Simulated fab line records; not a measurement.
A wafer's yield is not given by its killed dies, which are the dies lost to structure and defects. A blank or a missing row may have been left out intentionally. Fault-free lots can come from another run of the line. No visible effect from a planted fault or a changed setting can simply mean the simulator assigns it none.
Comparing a struck lot with a sound one :: flow berkeley-cmos170 :: 22 out of 331 route steps
Sound: the wafers L138.3, L138.4, L138.6. Struck: wafers L146.3, L146.4, L146.6. The cause is given at the end.
Per side, at each step with rows, come the tool, then ch with its chambers, and then its first start. Under that, the readings that differ: sound wafers :: struck wafers :: difference of the means :: sigmas: that difference in standard deviations of wafers without a fault.
alike: readings whose means differ by less than 2 such deviations, and words and numbers that are the same on both sides. not compared: withheld readings, readings that some wafer has no value for, bounds like >300 that may hide the same value, and numbers for which the record gives no deviation and whose values overlap.
Wherever a step has rows on one side only, a row that says differs or no value, or a row with sigmas, the two part there. Non-overlapping numbers with no deviation appear without sigmas and do not part them. A reading that every wafer of one side lacks parts them only if that side has two wafers or more.

first, 1 step without rows for these wafers: UCB170_PVT_IMPLANT_07.
UCB170_PVT_STRIP_08: strips in O2.
  sound on plasma-asher-03 ch 0,1, day 6 00:13; struck on plasma-asher-03 ch 0,1, day 8 00:41
  alike: drypump-motor-current-A, oes-product-au, strip-time-to-endpoint-s
  not compared: rf-hours-counter-h
UCB170_PVT_TW_MEAS_09:
  sound: film-metro-01 at day 6 00:18; struck: film-metro-01 at day 8 00:46
  alike: PVT_TW
then, 1 step without rows for these wafers: UCB170_GATE_WET_ETCH_00 (etches SiO2 in dHF, time 200 s).
UCB170_FIELD_THK_MEAS_91:
  sound: film-metro-04 at day 6 00:25; struck: film-metro-02 at day 8 00:54
  alike: FIELD_OXIDE_LEFT_2_THK
then, 1 step without rows for these wafers: UCB170_GATE_OXIDATION_01 (target thk 6.6 nm, ox time 1800 s).
UCB170_GATE_THK_MEAS_02:
  sound: film-metro-04 at day 6 04:16; struck: film-metro-02 at day 8 03:21
  alike: GATE_OXIDE_THK
then, 2 steps without rows for these wafers: UCB170_GATE_ANNEAL_03 (time 1800 s); UCB170_GATE_CVD_04 (deposits poly-Si from SiH4, time 1440 s, target thk 214 nm).
UCB170_GATE_THK_MEAS_05:
  sound: film-metro-04 at day 6 12:02; struck: film-metro-04 at day 8 08:02
reading: GATE_POLY_THK (nm)
sound: 210.7 211.7 212.6
struck: 215.1 216.7 216.3
difference: +4.4
sigmas: +2
then, 2 steps without rows for these wafers: UCB170_GATE_COAT_06; UCB170_GATE_COAT_07 (resist thk 900 nm).
UCB170_GATE_SOFTBAKE_08: time 60 s.
  sound on litho-track-04 ch 0, day 6 12:00; struck on litho-track-04 ch 0, day 8 08:00
reading: heater-power-total-W (W)
sound: 56.83 56.83 56.78
struck: 57.29 57.35 57.36
difference: +0.52
sigmas: +11

reading: plate-temp-C (C)
sound: 130.12 130.15 130.25
struck: 130.84 130.93 130.60
difference: +0.62
sigmas: +4
then, 3 steps without rows for these wafers: UCB170_GATE_EXPOSE_09 (exposes mask POLY, target cd 350 nm); UCB170_GATE_PEB_10; UCB170_GATE_DEVELOP_11 (develop time 45 s).
UCB170_GATE_CD_MEAS_12 targets a cd of 350 nm.
  sound: cd-sem-01 at day 6 14:07; struck: cd-sem-02 at day 8 09:44
reading: cd-nm (nm)
sound: 352.4 351.6 351.8
struck: 348.3 347.4 347.2
difference: -4.3
sigmas: -4
UCB170_GATE_OVL_MEAS_13:
  sound: overlay-01 at day 6 14:13; struck: overlay-02 at day 8 09:50
  alike: GATE_OVL
UCB170_GATE_ETCH_14: etches BARC in N2/H2.
  sound on rie-diel-02 ch 0,1,2, day 6 14:14; struck on rie-diel-03 ch 1,3, day 8 09:51
reading: oes-product-au (a.u.)
sound: 0.985 0.994 0.987
struck: 1.051 1.001 1.047
difference: +0.044
sigmas: +3
  alike: drypump-motor-current-A, throttle-valve-pct
UCB170_GATE_ETCH_15: etches poly-Si in HBr/Cl2, stops on SiO2, time 56.3 s, target depth 278.2 nm.
  sound on rie-si-01 ch 0,1, day 6 14:17; struck on rie-si-02 ch 0,2,3, day 8 09:53
reading: oes-product-au (a.u.)
sound: 0.825 0.809 0.837
struck: 0.831 0.845 0.856
difference: +0.020
sigmas: +2

reading: throttle-valve-pct (%)
sound: 26.19 26.09 26.21
struck: 26.57 26.69 26.62
difference: +0.46
sigmas: +2

reading: model.GATE.cd-nm (nm)
sound: 353.5 352.3 351.7
struck: 347.9 347.7 347
difference: -5.0
sigmas: 
  alike: drypump-motor-current-A
  not compared: rf-hours-counter-h
UCB170_GATE_STRIP_16: strips in O2.
  sound on plasma-asher-01 ch 0,1, day 6 14:22; struck on plasma-asher-02 ch 0,1, day 8 09:58
  alike: drypump-motor-current-A, oes-product-au
  not compared: rf-hours-counter-h
UCB170_M3_PROBE_99:
  record: rows for the struck wafers here (prober-01, day 10 01:43), none for the sound ones

## WHERE THEY PART
At UCB170_GATE_THK_MEAS_05 first; at UCB170_M3_PROBE_99 last (within this record only).

WHY: the cause the simulator had injected
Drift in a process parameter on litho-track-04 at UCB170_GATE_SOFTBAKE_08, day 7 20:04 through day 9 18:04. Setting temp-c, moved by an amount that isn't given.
